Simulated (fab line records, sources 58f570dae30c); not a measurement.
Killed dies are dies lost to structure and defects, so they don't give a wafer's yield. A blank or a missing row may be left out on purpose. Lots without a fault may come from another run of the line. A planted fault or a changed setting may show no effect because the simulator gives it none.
A struck lot beside a sound one | flow berkeley_cmos170 | 14 steps out of a route of 331
Sound: wafers L249.2, L249.3, L249.4. Struck: wafers L251.2, L251.3, L251.6. The cause comes at the end.
At each step with rows: each side's tool, then ch and its chambers, then its first start. Under that, the readings that differ: sound wafers | struck wafers | difference of the means | sigmas: that difference in standard deviations of wafers without a fault.
alike: readings whose means differ by less than 2 such deviations, and words and numbers that are the same on both sides. not compared: withheld readings, readings that some wafer has no value for, bounds like >300 that may hide the same value, and numbers for which the record gives no deviation and whose values overlap.
The two part at a step that has a row with sigmas, a row that says differs or no value, or rows on one side only. Numbers that don't overlap but have no deviation are shown without sigmas and don't part them. A reading that every wafer of one side lacks parts them only if that side has two wafers or more.

UCB170_M3_SPUTTER_01: material Al, target thk 900 nm, time 120 s.
  sound on pvd_sputter-01, day 9 19:37; struck on pvd_sputter-02, day 10 18:02
  alike: throttle_valve_pct
UCB170_M3_RS_MEAS_02: measures by four-point-probe.
  sound on film_metro-01, day 9 19:43; struck on film_metro-02, day 10 18:08
  alike: M3_AL_RS
UCB170_M3_THK_MEAS_03: measures by xrf.
  sound on film_metro-01, day 9 19:49; struck on film_metro-02, day 10 18:14
  alike: M3_AL_THK
then, 3 steps without rows for these wafers: UCB170_M3_HMDS_04 (prime time 60 s); UCB170_M3_COAT_05 (resist thk 900 nm); UCB170_M3_SOFTBAKE_06 (time 60 s).
UCB170_M3_STRIP_07: strips in O2.
  sound on plasma_asher-03 ch 0,1, day 9 20:19; struck on plasma_asher-02 ch 0,1, day 10 18:46
  alike: drypump_motor_current_A, oes_product_au, strip_time_to_endpoint_s
  not compared: rf_hours_counter_h
then, 5 steps without rows for these wafers: UCB170_M3_STRIP_08 (strips KrF in DMSO, time 600 s); UCB170_M3_COAT_09; UCB170_M3_COAT_10 (resist thk 900 nm); UCB170_M3_SOFTBAKE_11 (time 60 s); UCB170_M3_EXPOSE_12 (exposes mask METAL3, target cd 700 nm).
UCB170_M3_PEB_13:
  sound on litho_track-02 ch 0, day 9 21:13; struck on litho_track-02, day 10 20:27
  no value came back on the struck wafers for chill_plate_temp_C (C), exhaust_pa (Pa), plate_temp_C (C); on the sound wafers chill_plate_temp_C (C) reads 23.09 23.05 23.04
then, 1 step without rows for these wafers: UCB170_M3_DEVELOP_14 (develop time 45 s).

WHERE THEY PART
Only at UCB170_M3_PEB_13, within this record.

WHY: what the simulator had put in
Skipped step whole: litho_track-02, from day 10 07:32 on, at UCB170_M3_PEB_13. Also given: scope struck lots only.
